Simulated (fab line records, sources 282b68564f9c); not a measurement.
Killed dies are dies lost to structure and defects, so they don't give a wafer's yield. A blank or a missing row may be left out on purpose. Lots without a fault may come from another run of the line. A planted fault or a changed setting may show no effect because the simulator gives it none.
Which tool did it? | flow rit_cmos | 13 lots, 39 wafers sampled, at 2 steps of a route of 202

WHAT THE GAUGES READ, wafer by wafer
RIT_REOX_THK_MEAS_04. Usual: REOX_OXIDE_THK 25.3 nm, standard deviation 0.42.
lot  | measured    | on            | REOX_OXIDE_THK (nm) | flag
L311 | day 2 19:16 | film_metro-02 | 25.7 25.6 25.5      |
L312 | day 2 23:19 | film_metro-04 | 24.7 24.8 24.4      |
L313 | day 3 06:51 | film_metro-02 | 25.2 25.1 25.3      |
L314 | day 3 12:02 | film_metro-03 | 25.3 26.1 25.2      |
L315 | day 3 18:11 | film_metro-04 | 25.7 25.6 25.5      |
L316 | day 3 20:04 | film_metro-03 | 25.7 25.7 25.6      |
L317 | day 4 03:31 | film_metro-03 | 25.3 25.4 25.1      |
L318 | day 4 08:43 | film_metro-04 | 25.5 25.5 25.5      |
L319 | day 4 11:16 | film_metro-03 | 24.8 25.2 24.9      |
L330 | day 6 23:26 | film_metro-04 | 29.5 29.7 29.8      | OFF
L331 | day 7 03:19 | film_metro-04 | 30.2 30.0 30.1      | OFF
L332 | day 7 07:12 | film_metro-03 | 25.3 25.4 25.3      |
L333 | day 7 13:00 | film_metro-03 | 25.7 25.7 26.3      |

WHICH TOOL RAN EACH LOT (tool, then ch and the chambers of the sampled wafers, then the start)
lot  | RIT_REOX_OXIDATION_03
L311 | furnace-03 ch 0, day 2 16:41
L312 | furnace-01 ch 0, day 2 20:44
L313 | furnace-03 ch 0, day 3 04:18
L314 | furnace-03 ch 0, day 3 09:29
L315 | furnace-01 ch 0, day 3 15:37
L316 | furnace-04 ch 0, day 3 17:31
L317 | furnace-03 ch 0, day 4 00:58
L318 | furnace-03 ch 0, day 4 06:10
L319 | furnace-03 ch 0, day 4 08:43
L330 | furnace-04 ch 0, day 6 20:53
L331 | furnace-04 ch 0, day 7 00:46
L332 | furnace-01 ch 0, day 7 04:39
L333 | furnace-01 ch 0, day 7 10:27
- RIT_REOX_OXIDATION_03: target thk 25.2 nm, ox time 5580 s.

WHAT THE TOOLS THEMSELVES READ (means of the sampled wafers that have a number; where no wafer has one, the mark that the record gives instead)
RIT_REOX_OXIDATION_03. Usual: spike_tc_centre_C 903.3 C, standard deviation 1.5; spike_tc_load_C 926.1 C, standard deviation 1.4; spike_tc_source_C 922.6 C, standard deviation 1.5; tube_center_temp_C 900 C, standard deviation 0.075; tube_center_temp_C_max 902.3, standard deviation 0.4.
lot  | tool       | spike_tc_centre_C (C) | spike_tc_load_C (C) | spike_tc_source_C (C) | tube_center_temp_C (C) | tube_center_temp_C_max | flag
L311 | furnace-03 | 902.2                 | 926.5               | 923.3                 | 900                    | 902.2                  |
L312 | furnace-01 | 904.0                 | 925.4               | 921.4                 | 900                    | 902.6                  |
L313 | furnace-03 | 902.2                 | 926.8               | 925.0                 | 900                    | 902.4                  |
L314 | furnace-03 | 901.1                 | 928.1               | 924.5                 | 900                    | 902.1                  |
L315 | furnace-01 | 903.3                 | 924.3               | 921.6                 | 900                    | 901.9                  |
L316 | furnace-04 | 904.2                 | 927.4               | 922.9                 | 900                    | 902.2                  |
L317 | furnace-03 | 900.9                 | 926.7               | 925.3                 | 900                    | 902.8                  |
L318 | furnace-03 | 902.0                 | 926.3               | 924.6                 | 900                    | 902.1                  |
L319 | furnace-03 | 901.7                 | 927.9               | 924.7                 | 900                    | 902.6                  |
L330 | furnace-04 | 919.9                 | 941.9               | 937.5                 | 915                    | 917.1                  | OFF
L331 | furnace-04 | 918.7                 | 941.0               | 936.8                 | 915                    | 917.4                  | OFF
L332 | furnace-01 | 903.4                 | 924.3               | 921.6                 | 900                    | 902.1                  |
L333 | furnace-01 | 905.6                 | 924.8               | 921.3                 | 900                    | 902.1                  |

THE ANSWER, worked out from the rows above alone
Rule: a lot is off if the mean of its wafers that have a number lies more than 3 standard deviations from the usual mean. A lot without any number at a reading at which 4 lots or more have one is off too. The other lots that the step has rows for count as sound. The gauges are gone through in route order, then the tools' own readings, and for those a lot's mean is taken as printed above. The first step at which some lot is off is used, and at that step the reading that is off furthest; a lot without a number counts as furthest.
Off: L330, L331, at RIT_REOX_THK_MEAS_04 (REOX_OXIDE_THK).
A tool fits if, at a process step before that reading, it ran every lot that is off, and no sound lot after the first of them. The gauges at RIT_REOX_THK_MEAS_04 aren't tried: what is off there is off at RIT_REOX_OXIDATION_03 too, on other tools, and a gauge's error can't cause that. One fits: furnace-04 at RIT_REOX_OXIDATION_03. Its last sound lot is L316 (day 3 17:31), its first lot that is off L330 (day 6 20:53): a fault that began between those two fits.
The tool's own readings at RIT_REOX_OXIDATION_03 bear it out: on the lots that are off they differ by more than 5 times the standard deviation of the sound lots' means. spike_tc_centre_C reads 919.3 C there against 902.8 C on the sound lots; spike_tc_load_C reads 941.5 C there against 926.2 C on the sound lots; spike_tc_source_C reads 937.1 C there against 923.3 C on the sound lots; tube_center_temp_C reads 915 C there against 900 C on the sound lots; tube_center_temp_C_max reads 917.2 there against 902.3 on the sound lots.

WHAT THE SIMULATOR HAD PUT IN
Process parameter drift: furnace-04, from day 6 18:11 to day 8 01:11, at RIT_REOX_OXIDATION_03. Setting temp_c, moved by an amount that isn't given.
Lots struck among those shown: L330, L331. The rule above found the same.
